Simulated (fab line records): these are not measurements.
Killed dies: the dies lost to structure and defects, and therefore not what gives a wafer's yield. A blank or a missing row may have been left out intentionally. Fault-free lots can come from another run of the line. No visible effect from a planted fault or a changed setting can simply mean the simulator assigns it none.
A sampling plan put to the test || flow berkeley-cmos170 || each of the 12 faults these records tell of, on one fab line, judged from the records of the lots it struck
The line's own looks make up the plan; these are the steps of the route where a gauge or inspection reads the wafer and leaves it unchanged. Where struck wafers have a number at a look and the file lists that look's usual mean and standard deviation on fault-free wafers, the look can be judged. Caught: at a look after the fault's first step, the mean of the struck wafers lies 4 or more of those standard deviations (sigma) from the usual mean. On the tool: the same test on the tool's own readings at the fault's steps. Also counted as caught: the struck wafers showing another recipe, or a record that is empty for them alone.

== THE FAULTS, as the simulator had put them in ==
1. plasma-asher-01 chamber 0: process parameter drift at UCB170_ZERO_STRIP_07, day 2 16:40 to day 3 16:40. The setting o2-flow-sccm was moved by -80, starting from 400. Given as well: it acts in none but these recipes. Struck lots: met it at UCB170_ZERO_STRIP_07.
2. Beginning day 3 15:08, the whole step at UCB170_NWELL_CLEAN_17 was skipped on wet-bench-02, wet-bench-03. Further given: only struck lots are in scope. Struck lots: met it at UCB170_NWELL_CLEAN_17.
3. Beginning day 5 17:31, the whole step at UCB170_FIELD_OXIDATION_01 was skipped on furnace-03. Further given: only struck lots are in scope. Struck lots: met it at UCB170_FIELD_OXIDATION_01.
4. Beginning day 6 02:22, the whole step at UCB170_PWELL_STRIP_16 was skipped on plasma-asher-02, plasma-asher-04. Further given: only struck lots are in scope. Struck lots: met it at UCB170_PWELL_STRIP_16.
5. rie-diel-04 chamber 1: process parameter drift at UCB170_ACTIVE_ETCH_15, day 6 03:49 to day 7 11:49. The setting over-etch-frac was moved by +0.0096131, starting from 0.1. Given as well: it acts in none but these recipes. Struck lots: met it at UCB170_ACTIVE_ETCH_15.
6. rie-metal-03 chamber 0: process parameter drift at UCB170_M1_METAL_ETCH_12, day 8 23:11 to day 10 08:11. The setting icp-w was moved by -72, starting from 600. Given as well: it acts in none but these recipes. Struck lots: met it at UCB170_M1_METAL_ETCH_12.
7. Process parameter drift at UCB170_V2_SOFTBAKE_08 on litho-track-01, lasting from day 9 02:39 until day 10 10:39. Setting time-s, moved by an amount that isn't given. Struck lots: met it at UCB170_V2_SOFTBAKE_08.
8. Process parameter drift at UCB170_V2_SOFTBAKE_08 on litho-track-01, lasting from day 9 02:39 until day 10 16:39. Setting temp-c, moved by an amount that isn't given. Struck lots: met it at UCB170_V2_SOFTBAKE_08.
9. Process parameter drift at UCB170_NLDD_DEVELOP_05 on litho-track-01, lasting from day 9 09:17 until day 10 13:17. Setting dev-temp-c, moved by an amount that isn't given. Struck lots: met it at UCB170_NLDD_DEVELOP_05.
10. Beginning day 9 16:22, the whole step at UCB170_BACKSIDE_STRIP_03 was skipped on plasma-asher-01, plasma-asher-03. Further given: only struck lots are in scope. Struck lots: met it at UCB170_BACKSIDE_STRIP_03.
11. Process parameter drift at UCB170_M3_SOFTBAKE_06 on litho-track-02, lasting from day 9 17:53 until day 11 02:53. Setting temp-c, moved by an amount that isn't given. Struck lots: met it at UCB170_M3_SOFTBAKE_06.
12. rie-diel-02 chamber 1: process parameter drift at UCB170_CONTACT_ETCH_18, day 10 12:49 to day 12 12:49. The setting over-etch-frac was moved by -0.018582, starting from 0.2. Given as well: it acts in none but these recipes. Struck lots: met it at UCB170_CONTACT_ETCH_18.

== WHAT THE PLAN SAW ==
{"fault": 1, "on the tool itself": "o2-flow-sccm -68 sigma", "first look that catches it": "none of the 2 looks that can be judged after it", "reading, sigma": "strongest: cd-nm at UCB170_PLDD_CD_MEAS_06, +2.3", "median hours from its first step to that look": "-", "hours from the fault's start to the first struck lot there": "-", "judged looks passed uncaught": 2}
{"fault": 2, "on the tool itself": "the tool's record is blank for the struck wafers", "first look that catches it": "none of the 3 looks that can be judged after it", "reading, sigma": "-", "median hours from its first step to that look": "-", "hours from the fault's start to the first struck lot there": "-", "judged looks passed uncaught": 3}
{"fault": 3, "on the tool itself": "the tool's record is blank for the struck wafers", "first look that catches it": "no look after it can be judged", "reading, sigma": "-", "median hours from its first step to that look": "-", "hours from the fault's start to the first struck lot there": "-", "judged looks passed uncaught": 0}
{"fault": 4, "on the tool itself": "the tool's record is blank for the struck wafers", "first look that catches it": "not the one look that can be judged after it", "reading, sigma": "-", "median hours from its first step to that look": "-", "hours from the fault's start to the first struck lot there": "-", "judged looks passed uncaught": 1}
{"fault": 5, "on the tool itself": "under 2 sigma", "first look that catches it": "not the one look that can be judged after it", "reading, sigma": "-", "median hours from its first step to that look": "-", "hours from the fault's start to the first struck lot there": "-", "judged looks passed uncaught": 1}
{"fault": 6, "on the tool itself": "rf-fwd-power-W -41 sigma", "first look that catches it": "not the one look that can be judged after it", "reading, sigma": "-", "median hours from its first step to that look": "-", "hours from the fault's start to the first struck lot there": "-", "judged looks passed uncaught": 1}
{"fault": 7, "on the tool itself": "run-length-s -11 sigma", "first look that catches it": "not the one look that can be judged after it", "reading, sigma": "-", "median hours from its first step to that look": "-", "hours from the fault's start to the first struck lot there": "-", "judged looks passed uncaught": 1}
{"fault": 8, "on the tool itself": "heater-power-total-W +22 sigma", "first look that catches it": "none of the 2 looks that can be judged after it", "reading, sigma": "strongest: cd-nm at UCB170_V2_CD_MEAS_90, +3.1", "median hours from its first step to that look": "-", "hours from the fault's start to the first struck lot there": "-", "judged looks passed uncaught": 2}
{"fault": 9, "on the tool itself": "developer-temp-C -7.8 sigma", "first look that catches it": "no look after it can be judged", "reading, sigma": "-", "median hours from its first step to that look": "-", "hours from the fault's start to the first struck lot there": "-", "judged looks passed uncaught": 0}
{"fault": 10, "on the tool itself": "the tool's record is blank for the struck wafers", "first look that catches it": "no look after it can be judged", "reading, sigma": "-", "median hours from its first step to that look": "-", "hours from the fault's start to the first struck lot there": "-", "judged looks passed uncaught": 0}
{"fault": 11, "on the tool itself": "heater-power-total-W -13 sigma", "first look that catches it": "no look after it can be judged", "reading, sigma": "-", "median hours from its first step to that look": "-", "hours from the fault's start to the first struck lot there": "-", "judged looks passed uncaught": 0}
{"fault": 12, "on the tool itself": "under 2 sigma", "first look that catches it": "not the one look that can be judged after it", "reading, sigma": "-", "median hours from its first step to that look": "-", "hours from the fault's start to the first struck lot there": "-", "judged looks passed uncaught": 1}
Dash: fault not caught, or number not given in these records.

Caught at a look: 0 of 12. Caught on the tool: 10 of 12. By one or the other: 10 of 12.
Caught on the tool alone: faults 1, 2, 3, 4, 6, 7, 8, 9, 10, 11.
Caught by neither: faults 5, 12.
